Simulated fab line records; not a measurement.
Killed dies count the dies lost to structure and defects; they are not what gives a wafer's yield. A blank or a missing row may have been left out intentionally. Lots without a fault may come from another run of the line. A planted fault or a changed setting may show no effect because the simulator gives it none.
fab line records    flow berkeleyCmos170
record: lots: 14  wafers: 42  lastDay: 12
route steps=331 shown GATE@136 PLDD@151 SDANNEAL@204
lots untouched by any fault: they come from a run of this same line in which no faults occurred
startH: hours from the record's opening day to when the first of the lot's shown wafers began    waitH: how many hours have passed since the lot's step before this one    " same as the row above    L1.1+2: several wafers, shown together as one row    - no value present, or no start provided    * or withheld: withheld    < > ~ a bound
route shown NAME@n: names a module that has steps shown in the file, with the first one's number in the route    usual: the fault-free wafers' mean and standard deviation    same: alike in all rows    chamber/n: place in a boat    sites: each site's reading    _std_site: how widely they spread, as a standard deviation    _edge_site: mean of outer sites minus mean of inner sites    radiusMm: for every site, how far away it sits from the centre of the wafer    mask NAME#n: copy n    behind: tool/chamber where the wafer was last shaped    hold: what put the lot on hold/how long, in hours/how the hold closed    device: which transistor (n, p or np) failed to switch    end of line: tests of these same wafers at the route's end    a step without rows: its recipe alone    killed: dies lost to structure and defects at the first sort, not the wafer's yield    map: shows each die of a wafer: x if killed, . if not, _ if none is there
set.NAME: the run value of the setting; set.NAME@STEP: its run value at that earlier step    model.NAME: the simulator's own value behind a step, which no gauge read
one table for each step of the route and one row for each wafer, over a sample of lots
services: a tool's chamber out of use, with start hour (startH, from the record's first day; less than 0 if before it), hours out, and reason
== steps ==
step: UCB170_GATE_PEB_10
recipe: pebTempC: 130  pebTimeS: withheld  resist: KrF
usual: chillPlateTempC: 22.98/0.11  exhaustPa: 44.6/0.89
lot.wafer  tool           chamber  startH  waitH  chillPlateTempC  exhaustPa
L482.2     lithoTrack-01  0        133.11  0.1    22.95            45.6
L482.3     "              0        "       "      22.99            44.5
L482.5     "              0        "       "      22.92            45.4
L486.1     lithoTrack-03  0        154.29  0.1    23.10            43.6
L486.2     "              0        "       "      22.98            44.5
L486.3     "              0        "       "      22.84            44.8
L485.3     lithoTrack-03  0        154.70  0.1    22.82            44.3
L485.4     "              0        "       "      22.93            44.2
L485.6     "              0        "       "      22.93            43.8
L487.1     lithoTrack-01  0        160.64  0.1    23.01            43.3
L487.3     "              0        "       "      23.00            43.4
L487.5     "              0        "       "      23.05            44.9
L489.1     lithoTrack-02  0        171.95  0.2    22.77            44.3
L489.2     "              0        "       "      23.01            44.1
L489.4     "              0        "       "      22.93            43.7
L494.1     lithoTrack-02  -        193.86  0.4    -                -
L494.3     "              -        "       "      -                -
L494.4     "              -        "       "      -                -
L496.2     lithoTrack-01  -        196.48  0.5    -                -
L496.4     "              -        "       "      -                -
L496.5     "              -        "       "      -                -
L500.1     lithoTrack-01  0        205.93  0.1    22.88            44.6
L500.4     "              0        "       "      22.96            45.4
L500.6     "              0        "       "      22.94            44.0
L499.3     lithoTrack-03  0        206.23  0.1    22.94            43.2
L499.5     "              0        "       "      22.85            45.2
L499.6     "              0        "       "      22.96            43.6
L498.2     lithoTrack-01  0        206.44  0.1    23.13            45.5
L498.5     "              0        "       "      23.26            44.1
L498.6     "              0        "       "      23.18            45.9
L501.2     lithoTrack-03  0        223.42  0.1    23.12            44.2
L501.4     "              0        "       "      23.12            45.0
L501.5     "              0        "       "      23.19            45.7
L502.2     lithoTrack-01  0        233.07  0.7    23.09            43.5
L502.3     "              0        "       "      22.94            44.3
L502.6     "              0        "       "      22.95            43.9
L503.1     lithoTrack-01  0        233.32  0.7    22.83            45.1
L503.4     "              0        "       "      23.01            44.4
L503.5     "              0        "       "      23.12            45.4
L504.2     lithoTrack-02  0        247.68  0.1    22.97            45.5
L504.3     "              0        "       "      22.83            44.6
L504.4     "              0        "       "      22.83            45.9
step: UCB170_GATE_STRIP_16
recipe: chemistry: O2  powerW: 400  pressureMtorr: 3500  platenTempC: withheld  o2FlowSccm: 400  overashFraction: 0.5
usual: drypumpMotorCurrentA: 5.8/0.36  oesProductAu: 0.724/0.0043
lot.wafer  tool            chamber  startH  waitH  drypumpMotorCurrentA  oesProductAu  rfHoursCounterH
L482.2     plasmaAsher-01  0        133.60  0.0    6.0                   0.727         44
L482.3     "               1        "       "      5.5                   0.723         -
L482.5     "               1        "       "      5.5                   0.720         -
L486.1     plasmaAsher-01  1        154.81  0.0    5.5                   0.735         46
L486.2     "               0        "       "      6.0                   0.727         46
L486.3     "               0        "       "      6.0                   0.724         -
L485.3     plasmaAsher-02  0        155.21  0.1    5.5                   0.725         -
L485.4     "               1        "       "      6.2                   0.725         -
L485.6     "               0        "       "      5.5                   0.729         -
L487.1     plasmaAsher-02  1        161.16  0.0    6.2                   0.719         34
L487.3     "               0        "       "      5.5                   0.713         -
L487.5     "               1        "       "      6.2                   0.722         -
L489.1     plasmaAsher-02  1        172.48  0.0    6.2                   0.722         35
L489.2     "               0        "       "      5.5                   0.722         35
L489.4     "               1        "       "      6.2                   0.721         -
L494.1     plasmaAsher-04  1        194.41  0.0    5.2                   0.724         51
L494.3     "               0        "       "      6.2                   0.717         -
L494.4     "               1        "       "      5.3                   0.722         -
L496.2     plasmaAsher-02  0        196.99  0.0    5.5                   0.725         38
L496.4     "               0        "       "      5.5                   0.727         -
L496.5     "               1        "       "      6.2                   0.728         -
L500.1     plasmaAsher-04  1        206.45  0.0    5.2                   0.732         53
L500.4     "               0        "       "      6.2                   0.728         -
L500.6     "               0        "       "      6.2                   0.726         -
L499.3     plasmaAsher-01  0        206.73  0.1    6.0                   0.729         -
L499.5     "               0        "       "      6.0                   0.721         -
L499.6     "               1        "       "      5.5                   0.727         -
L498.2     plasmaAsher-02  1        206.94  0.0    6.2                   0.722         40
L498.5     "               0        "       "      5.5                   0.727         -
L498.6     "               1        "       "      6.1                   0.730         -
L501.2     plasmaAsher-04  1        223.91  0.0    5.2                   0.726         55
L501.4     "               1        "       "      5.2                   0.728         -
L501.5     "               1        "       "      5.2                   0.729         -
L502.2     plasmaAsher-02  0        233.57  0.0    5.5                   0.725         43
L502.3     "               1        "       "      6.2                   0.727         -
L502.6     "               0        "       "      5.5                   0.724         -
L503.1     plasmaAsher-01  0        233.84  0.0    6.0                   0.719         52
L503.4     "               0        "       "      6.0                   0.725         -
L503.5     "               1        "       "      5.6                   0.726         -
L504.2     plasmaAsher-02  0        248.18  0.0    5.5                   0.719         45
L504.3     "               1        "       "      6.2                   0.732         -
L504.4     "               0        "       "      5.5                   0.724         -
step: UCB170_PLDD_CD_MEAS_06
recipe: targetCdNm: 1200
usual: cdNm: 1199.9/1.5
lot.wafer  tool      chamber  startH  waitH  cdNm
L482.2     cdSem-01  -        135.32  -      1200.7
L482.3     "         -        "       "      1202.6
L482.5     "         -        "       "      1200.6
L486.1     cdSem-02  -        156.65  -      1199.3
L486.2     "         -        "       "      1198.3
L486.3     "         -        "       "      1198.5
L485.3     cdSem-01  -        157.11  -      1200.3
L485.4     "         -        "       "      1200.6
L485.6     "         -        "       "      1199.1
L487.1     cdSem-02  -        162.66  -      1199.3
L487.3     "         -        "       "      1200.5
L487.5     "         -        "       "      1201.0
L489.1     cdSem-01  -        174.07  -      1199.9
L489.2     "         -        "       "      1199.6
L489.4     "         -        "       "      1199.4
L500.1     cdSem-02  -        208.21  -      1201.6
L500.4     "         -        "       "      1200.6
L500.6     "         -        "       "      1199.8
L499.3     cdSem-01  -        209.18  -      1198.4
L499.5     "         -        "       "      1197.6
L499.6     "         -        "       "      1196.8
L498.2     cdSem-01  -        209.43  -      1200.8
L498.5     "         -        "       "      1200.2
L498.6     "         -        "       "      1202.3
L501.2     cdSem-02  -        225.37  -      1198.9
L501.4     "         -        "       "      1199.3
L501.5     "         -        "       "      1200.0
L502.2     cdSem-01  -        237.26  -      1199.0
L502.3     "         -        "       "      1200.3
L502.6     "         -        "       "      1198.8
L503.1     cdSem-02  -        237.35  -      1201.8
L503.4     "         -        "       "      1200.3
L503.5     "         -        "       "      1201.5
L504.2     cdSem-01  -        249.65  -      1200.1
L504.3     "         -        "       "      1199.3
L504.4     "         -        "       "      1199.6
step: UCB170_SDANNEAL_RTA_00
recipe: tempC: 900  timeS: 10  ambient: N2
usual: annealTempCMax: 902.9/0.85  lampPowerPct: 25/3.8  wafer_temp_C_max: 905.6/1.5
same: timeS: 10
lot.wafer  tool          chamber  startH  waitH  annealTempCMax  lampPowerPct  wafer_temp_C_max
L482.2     rtpAnneal-02  0        147.44  0.0    902.3           29            904.2
L482.3     "             0        "       "      902.0           29            904.4
L482.5     "             0        "       "      902.2           29            904.7
L485.3     rtpAnneal-01  0        173.22  0.0    904.1           21            907.9
L485.4     "             0        "       "      903.3           21            907.2
L485.6     "             0        "       "      904.3           21            905.5
L486.1     rtpAnneal-02  0        173.54  0.0    902.6           29            905.1
L486.2     "             0        "       "      902.4           29            905.3
L486.3     "             0        "       "      902.7           29            904.2
L487.1     rtpAnneal-01  0        173.54  0.0    902.7           21            906.4
L487.3     "             0        "       "      904.2           21            908.2
L487.5     "             0        "       "      904.5           21            904.4
L489.1     rtpAnneal-02  0        185.81  0.0    902.6           29            905.2
L489.2     "             0        "       "      902.2           29            904.9
L489.4     "             0        "       "      902.0           29            904.5
L500.1     rtpAnneal-02  0        224.19  0.0    901.7           29            905.1
L500.4     "             0        "       "      901.8           29            903.7
L500.6     "             0        "       "      902.2           29            905.3
L499.3     rtpAnneal-01  0        224.21  0.0    903.7           21            909.8
L499.5     "             0        "       "      902.4           21            905.5
L499.6     "             0        "       "      903.6           21            906.4
L498.2     rtpAnneal-02  0        224.33  0.1    903.1           29            904.2
L498.5     "             0        "       "      901.9           29            903.2
L498.6     "             0        "       "      902.8           29            903.7
L501.2     rtpAnneal-01  0        240.60  0.0    902.4           21            905.9
L501.4     "             0        "       "      903.3           21            905.2
L501.5     "             0        "       "      904.1           21            906.5
L502.2     rtpAnneal-02  0        250.53  0.0    902.7           29            903.9
L502.3     "             0        "       "      902.8           29            904.0
L502.6     "             0        "       "      901.4           29            905.4
L503.1     rtpAnneal-01  0        250.69  0.0    903.0           21            906.5
L503.4     "             0        "       "      902.9           21            906.9
L503.5     "             0        "       "      903.1           21            908.0
L504.2     rtpAnneal-02  0        261.38  0.0    901.6           29            903.7
L504.3     "             0        "       "      902.8           29            903.6
L504.4     "             0        "       "      901.4           29            904.9
== services ==
tool            chamber  startH  hours  kind
plasmaAsher-01  -        161.52  28.1   pm
plasmaAsher-04  -        247.33  1.2    repair
== key ==
firstSign: step: UCB170_GATE_PEB_10  reading: toolRecord  direction: missing
effect none on later readings
metAt UCB170_GATE_PEB_10
struckLots L494,L496
laterRowsLeftOut L494.1,L494.3,L494.4,L496.2,L496.4,L496.5
sortLeftOut L494.1,L494.3,L494.4,L496.2,L496.4,L496.5
testerLeftOut L494,L496
notActingAt UCB170_GATE_STRIP_16,UCB170_PLDD_CD_MEAS_06,UCB170_SDANNEAL_RTA_00
onsetBetween 171.95 193.86
fault: kind: skippedStepWhole  tool: lithoTrack-01,lithoTrack-02  chamber: -  onsetH: 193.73  steps: UCB170_GATE_PEB_10  scope: struckLotsOnly
testerLeftOut: of these lots the tester's yield and bins aren't shown, on N5 and GAA mostly nor the transistor test; their killed dies are dies lost to structure and defects alone, not to doping, threshold or leakage, so they don't give the yield
sortLeftOut: the simulated sort isn't trusted on such a fault, so these wafers' sort isn't shown, and their yield isn't known
laterRowsLeftOut: the simulator's readings of these wafers behind a module that went badly wrong aren't trusted and aren't shown, but for the sort
